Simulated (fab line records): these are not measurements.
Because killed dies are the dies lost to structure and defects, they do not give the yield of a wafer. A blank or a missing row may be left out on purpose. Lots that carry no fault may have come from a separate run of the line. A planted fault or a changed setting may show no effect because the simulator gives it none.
One fault through the eyes of 2 desks | flow berkeley cmos170 | each desk has only its own numbers; what lay behind them comes last

METROLOGY DESK
What the gauges read for every lot (on any tool): the sampled wafers with a number, averaged. If a lot's mean is further than 4 standard deviations from the usual mean, the lot is out of limits and carries the mark OUT (the distance appears in the brackets).
Columns: A = cd nm at UCB170_ACTIVE_CD_MEAS_90, usual 1200.3 nm; B = SACOX_OXIDE_THK at UCB170_SACOX_THK_MEAS_02, usual 14.3 nm; C = GATE_POLY_THK at UCB170_GATE_THK_MEAS_05, usual 214.3 nm; D = GATE_OVL at UCB170_GATE_OVL_MEAS_13, usual 3 nm
lot  | first seen here | A      | B    | C                | D
L355 | day 4 09:23     | 1199.2 | 14.6 | 216.2            | -1
L356 | day 4 09:28     | 1200.7 | 14.5 | 212.8            | 1
L358 | day 4 14:55     | 1200.4 | 14.1 | 215.2            | 0
L357 | day 4 15:01     | 1200.1 | 14.5 | 214.2            | 7
L360 | day 5 06:47     | 1201.6 | 14.7 | 214.8            | 4
L361 | day 5 19:08     | 1200.2 | 14.5 | 210.4            | 2
L362 | day 5 23:43     | 1198.0 | 14.5 | 211.6            | 4
L364 | day 6 03:04     | 1201.6 | 14.4 | 211.3            | 1
L365 | day 6 03:11     | 1200.3 | 14.1 | 214.9            | -1
L366 | day 6 12:11     | 1200.2 | 14.2 | 216.5            | 2
L371 | day 7 16:16     | 1200.1 | 13.7 | 216.0            | 1
L372 | day 7 22:13     | 1200.4 | 14.0 | 232.3 (+7.5) OUT | 5
L373 | day 7 22:26     | 1199.3 | 13.9 | 235.2 (+8.7) OUT | 2
L378 | day 9 08:41     | 1200.3 | 14.2 | 216.8            | 6
Finding of this desk: L372, L373 out of limits, first seen on L372 at day 9 19:17 (GATE_POLY_THK at UCB170_GATE_THK_MEAS_05). In limits: L355, L356, L358, L357, L360, L361, L362, L364, L365, L366, L371, L378.

AT THE TOOL OWNER'S DESK: lpcvd-02
The tool's own readings at UCB170_GATE_CVD_04 (deposits poly-Si from SiH4, time 1440 s, target thk 214 nm): means of the sampled wafers that have a number, for each lot that ran on this tool. If a lot's mean is further than 4 standard deviations from the usual mean, the lot is out of limits and carries the mark OUT (the distance appears in the brackets).
Columns: A = pressure mtorr at UCB170_GATE_CVD_04, usual 375.1 mTorr; B = spike tc centre C at UCB170_GATE_CVD_04, usual 613.3 C; C = zone power source pct at UCB170_GATE_CVD_04, usual 11.52 %
lot  | first seen here | A               | B     | C
L355 | day 6 13:05     | 374.5           | 613.9 | 11.65
L356 | day 6 13:05     | 375.8           | 613.1 | 11.56
L357 | day 6 13:05     | 375.6           | 612.0 | 11.58
L358 | day 6 13:05     | 375.7           | 613.5 | 11.57
L366 | day 8 00:20     | 375.6           | 612.7 | 11.52
L372 | day 9 17:50     | 449.6 (+91) OUT | 613.4 | 11.53
L373 | day 9 17:50     | 450.2 (+92) OUT | 614.2 | 11.61
This desk finds L372, L373 out of limits, L372 being first, at day 9 17:50 (pressure mtorr at UCB170_GATE_CVD_04). In limits: L355, L356, L357, L358, L366.

PUT TOGETHER
An alarm could have come from the tool owner's desk at day 9 17:50, on L372, L373.
The metrology desk could have raised an alarm at day 9 19:17, on L372, L373.
UCB170_GATE_CVD_04 was run on lpcvd-02 by each of the lots named.

WHAT THE SIMULATOR HAD PUT IN
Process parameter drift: lpcvd-02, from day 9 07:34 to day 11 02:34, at UCB170_GATE_CVD_04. From 375, the setting pressure mtorr moved by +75. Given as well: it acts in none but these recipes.
Shown lots that were struck: L372, L373.
Fault start to first reading out of limits, in hours, per desk: tool owner, 10; metrology, 12.
